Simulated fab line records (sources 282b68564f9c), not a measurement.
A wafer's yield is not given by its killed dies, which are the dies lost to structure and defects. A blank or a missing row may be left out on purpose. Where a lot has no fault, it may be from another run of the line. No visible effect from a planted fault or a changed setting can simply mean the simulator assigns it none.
fab line records -- flow rit-cmos
record: lots: 15, wafers: 45, last-day: 8
route steps=202 shown NSD@139
lots with no fault: from the same line, run without faults
start-h: hours from the record's first day to the start of the lot's first wafer shown -- wait-h: time in hours since the lot's previous step -- " identical to the entry in the row above -- L1.1+2: one row covering several wafers at once -- - no value, or no start given -- * or withheld: withheld -- < > ~ a bound
route shown NAME@n: names a module that has steps shown in the file, with the first one's number in the route -- usual: average and standard deviation across the fault-free wafers -- same: alike in all rows -- chamber/n: place in a boat -- sites: each site's reading -- _std_site: the values' standard deviation -- _edge_site: mean of outer sites minus mean of inner sites -- radius-mm: how far each site lies from the wafer's centre -- mask NAME#n: copy n -- behind: the tool/chamber that last shaped the wafer -- hold: why the lot was held/for how many hours/how that ended -- device: the n, p or np transistor that did not switch -- end of line: the tests these same wafers got at the end of their route -- a step without rows: its recipe alone -- killed: count of dies lost to structure and defects at first sort (not the wafer's yield) -- map: a wafer's dies, x killed, . not, _ none there
set.NAME: the setting as run; set.NAME@STEP: as run at that earlier step -- model.NAME: the simulator's own value behind a step, which no gauge read
route steps across a sampled set of lots; one table per step, one row per wafer
services: the hour from which a tool's chamber was out of use, counted from the record's first day as start-h (under 0 if before that day), plus the number of hours and why
== steps ==
step: RIT_NSD_IMPLANT_08
recipe: species: P, energy-kev: 25, dose-cm2: 1e+15, tilt-deg: 7
usual: dose-ions-cm2: 9.998e+14/1e+12, faraday-current-uA: 3131/59
lot.wafer,tool,chamber,start-h,wait-h,dose-ions-cm2,faraday-current-uA
L818.3,implanter-03,0,49.84,0.1,9.977e+14,3029
L818.4,implanter-03,0,49.84,0.1,9.992e+14,3162
L818.5,implanter-03,0,49.84,0.1,9.992e+14,3228
L819.4,implanter-02,0,54.02,0.1,9.99e+14,3150
L819.5,implanter-02,0,54.02,0.1,9.99e+14,3088
L819.6,implanter-02,0,54.02,0.1,9.994e+14,3096
L820.1,implanter-03,0,61.43,0.1,1.0003e+15,3253
L820.5,implanter-03,0,61.43,0.1,1.0018e+15,3116
L820.6,implanter-03,0,61.43,0.1,1.0007e+15,3199
L821.2,implanter-02,0,67.57,0.1,1.0009e+15,3147
L821.4,implanter-02,0,67.57,0.1,9.994e+14,3105
L821.6,implanter-02,0,67.57,0.1,1.0012e+15,2977
L822.2,implanter-03,0,73.05,0.1,1.0011e+15,3035
L822.3,implanter-03,0,73.05,0.1,1e+15,3028
L822.4,implanter-03,0,73.05,0.1,1.0011e+15,3134
L823.1,implanter-03,0,74.96,0.1,9.994e+14,3114
L823.4,implanter-03,0,74.96,0.1,1.0011e+15,3145
L823.5,implanter-03,0,74.96,0.1,9.996e+14,3091
L824.1,implanter-03,0,82.20,0.1,1.0008e+15,3103
L824.2,implanter-03,0,82.20,0.1,1.0001e+15,3117
L824.4,implanter-03,0,82.20,0.1,9.987e+14,3077
L825.1,implanter-03,0,87.43,0.1,1.0007e+15,3106
L825.2,implanter-03,0,87.43,0.1,9.987e+14,3141
L825.6,implanter-03,0,87.43,0.1,9.994e+14,2991
L827.2,implanter-03,0,94.03,0.1,1.0004e+15,3176
L827.3,implanter-03,0,94.03,0.1,9.996e+14,3066
L827.4,implanter-03,0,94.03,0.1,9.999e+14,2989
L828.2,implanter-04,0,102.64,0.1,9.996e+14,3180
L828.5,implanter-04,0,102.64,0.1,9.984e+14,3132
L828.6,implanter-04,0,102.64,0.1,1.0004e+15,3182
L829.1,implanter-03,0,104.44,0.1,1.1358e+15,3579
L829.2,implanter-03,0,104.44,0.1,1.134e+15,3530
L829.6,implanter-03,0,104.44,0.1,1.1346e+15,3482
L832.1,implanter-03,0,118.96,0.1,1.1342e+15,3690
L832.4,implanter-03,0,118.96,0.1,1.1339e+15,3486
L832.6,implanter-03,0,118.96,0.1,1.1334e+15,3528
L834.1,implanter-03,0,129.80,0.1,1.1348e+15,3564
L834.2,implanter-03,0,129.80,0.1,1.1355e+15,3757
L834.4,implanter-03,0,129.80,0.1,1.1346e+15,3561
L837.1,implanter-04,0,150.10,0.1,1.0011e+15,3180
L837.5,implanter-04,0,150.10,0.1,1.0002e+15,3196
L837.6,implanter-04,0,150.10,0.1,9.984e+14,3074
L841.1,implanter-04,0,172.21,0.1,9.995e+14,3082
L841.3,implanter-04,0,172.21,0.1,9.998e+14,3135
L841.4,implanter-04,0,172.21,0.1,1.0005e+15,3119
step: RIT_NSD_TW_MEAS_10
usual: NSD_TW: 3127/26
lot.wafer,tool,chamber,start-h,wait-h,NSD_TW
L818.3,film-metro-02,-,50.14,0.1,3170
L818.4,film-metro-02,-,50.14,0.1,3152
L818.5,film-metro-02,-,50.14,0.1,3165
L819.4,film-metro-04,-,54.30,0.1,3081
L819.5,film-metro-04,-,54.30,0.1,3080
L819.6,film-metro-04,-,54.30,0.1,3083
L820.1,film-metro-01,-,61.76,0.1,3107
L820.5,film-metro-01,-,61.76,0.1,3113
L820.6,film-metro-01,-,61.76,0.1,3113
L821.2,film-metro-04,-,67.88,0.1,3094
L821.4,film-metro-04,-,67.88,0.1,3083
L821.6,film-metro-04,-,67.88,0.1,3092
L822.2,film-metro-02,-,73.36,0.1,3156
L822.3,film-metro-02,-,73.36,0.1,3142
L822.4,film-metro-02,-,73.36,0.1,3150
L823.1,film-metro-01,-,75.28,0.1,3104
L823.4,film-metro-01,-,75.28,0.1,3113
L823.5,film-metro-01,-,75.28,0.1,3126
L824.1,film-metro-02,-,82.52,0.1,3155
L824.2,film-metro-02,-,82.52,0.1,3151
L824.4,film-metro-02,-,82.52,0.1,3163
L825.1,film-metro-02,-,87.75,0.1,3150
L825.2,film-metro-02,-,87.75,0.1,3152
L825.6,film-metro-02,-,87.75,0.1,3159
L827.2,film-metro-01,-,94.34,0.1,3120
L827.3,film-metro-01,-,94.34,0.1,3117
L827.4,film-metro-01,-,94.34,0.1,3141
L828.2,film-metro-01,-,102.95,0.1,3123
L828.5,film-metro-01,-,102.95,0.1,3120
L828.6,film-metro-01,-,102.95,0.1,3137
L829.1,film-metro-02,-,104.77,0.1,3221
L829.2,film-metro-02,-,104.77,0.1,3245
L829.6,film-metro-02,-,104.77,0.1,3252
L832.1,film-metro-04,-,119.28,0.1,3193
L832.4,film-metro-04,-,119.28,0.1,3174
L832.6,film-metro-04,-,119.28,0.1,3163
L834.1,film-metro-02,-,130.13,0.1,3214
L834.2,film-metro-02,-,130.13,0.1,3226
L834.4,film-metro-02,-,130.13,0.1,3245
L837.1,film-metro-02,-,150.43,0.1,3142
L837.5,film-metro-02,-,150.43,0.1,3131
L837.6,film-metro-02,-,150.43,0.1,3132
L841.1,film-metro-02,-,172.54,0.1,3137
L841.3,film-metro-02,-,172.54,0.1,3132
L841.4,film-metro-02,-,172.54,0.1,3138
step: RIT_SDANNEAL_RS_MEAS_05
recipe: thk-meas-gauge: four-point-probe
usual: NSD_RS: 84.41/0.28
lot.wafer,tool,chamber,start-h,wait-h,NSD_RS[ohm/sq]
L818.3,film-metro-01,-,52.27,0.1,84.44
L818.4,film-metro-01,-,52.27,0.1,84.51
L818.5,film-metro-01,-,52.27,0.1,84.71
L819.4,film-metro-04,-,56.50,0.1,84.81
L819.5,film-metro-04,-,56.50,0.1,84.03
L819.6,film-metro-04,-,56.50,0.1,84.51
L820.1,film-metro-04,-,63.78,0.1,84.13
L820.5,film-metro-04,-,63.78,0.1,84.62
L820.6,film-metro-04,-,63.78,0.1,84.49
L821.2,film-metro-04,-,69.92,0.1,84.26
L821.4,film-metro-04,-,69.92,0.1,84.25
L821.6,film-metro-04,-,69.92,0.1,84.37
L822.2,film-metro-04,-,75.52,0.1,84.00
L822.3,film-metro-04,-,75.52,0.1,84.48
L822.4,film-metro-04,-,75.52,0.1,84.11
L823.1,film-metro-01,-,77.52,0.1,84.45
L823.4,film-metro-01,-,77.52,0.1,84.72
L823.5,film-metro-01,-,77.52,0.1,84.68
L824.1,film-metro-04,-,85.36,0.1,83.97
L824.2,film-metro-04,-,85.36,0.1,84.18
L824.4,film-metro-04,-,85.36,0.1,83.91
L825.1,film-metro-04,-,90.39,0.1,84.10
L825.2,film-metro-04,-,90.39,0.1,84.17
L825.6,film-metro-04,-,90.39,0.1,83.88
L827.2,film-metro-02,-,96.57,0.1,83.80
L827.3,film-metro-02,-,96.57,0.1,83.63
L827.4,film-metro-02,-,96.57,0.1,83.65
L828.2,film-metro-04,-,105.00,0.1,84.63
L828.5,film-metro-04,-,105.00,0.1,84.71
L828.6,film-metro-04,-,105.00,0.1,84.55
L829.1,film-metro-01,-,106.99,0.1,76.21
L829.2,film-metro-01,-,106.99,0.1,76.43
L829.6,film-metro-01,-,106.99,0.1,76.24
L832.1,film-metro-04,-,121.31,0.1,76.23
L832.4,film-metro-04,-,121.31,0.1,76.48
L832.6,film-metro-04,-,121.31,0.1,76.43
L834.1,film-metro-04,-,132.16,0.1,76.27
L834.2,film-metro-04,-,132.16,0.1,76.59
L834.4,film-metro-04,-,132.16,0.1,76.67
L837.1,film-metro-02,-,152.64,0.1,84.34
L837.5,film-metro-02,-,152.64,0.1,84.34
L837.6,film-metro-02,-,152.64,0.1,84.32
L841.1,film-metro-04,-,174.56,0.1,84.68
L841.3,film-metro-04,-,174.56,0.1,84.85
L841.4,film-metro-04,-,174.56,0.1,84.67
== services ==
tool,chamber,start-h,hours,kind
implanter-04,-,67.03,1.3,repair
implanter-03,-,68.15,4.5,pm
implanter-04,-,70.10,26.7,repair
implanter-04,-,78.60,1.4,repair
implanter-04,-,80.04,4.7,repair
implanter-03,-,105.88,2.0,repair
== key ==
first-sign: step: RIT_NSD_IMPLANT_08, reading: dose-ions-cm2, direction: up, sigmas: 99+, usual: 9.998e+14, struck: 1.1345e+15
effect: step: RIT_NSD_IMPLANT_08, reading: faraday-current-uA, direction: up, sigmas: 7.5, usual: 3131, struck: 3575
effect: step: RIT_NSD_TW_MEAS_10, reading: NSD_TW, direction: up, sigmas: 3.4, usual: 3127, struck: 3215
effect: step: RIT_SDANNEAL_RS_MEAS_05, reading: NSD_RS, direction: down, sigmas: 29, usual: 84.41, struck: 76.39
met-at RIT_NSD_IMPLANT_08
struck-lots L829,L832,L834
tester-left-out L829,L832,L834
onset-between 94.03 104.44
fault: kind: process-parameter-drift, tool: implanter-03, chamber: -, onset-h: 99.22, steps: RIT_NSD_IMPLANT_08, channel: dose-cm2, offset: 1.3547e+14, shape: step, end-h: 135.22, acts-in: these-recipes-only, stated: 1e+15
tester-left-out: of these lots the tester's yield and bins aren't shown, on N5 and GAA mostly nor the transistor test; their killed dies are dies lost to structure and defects alone, not to doping, threshold or leakage, so they don't give the yield
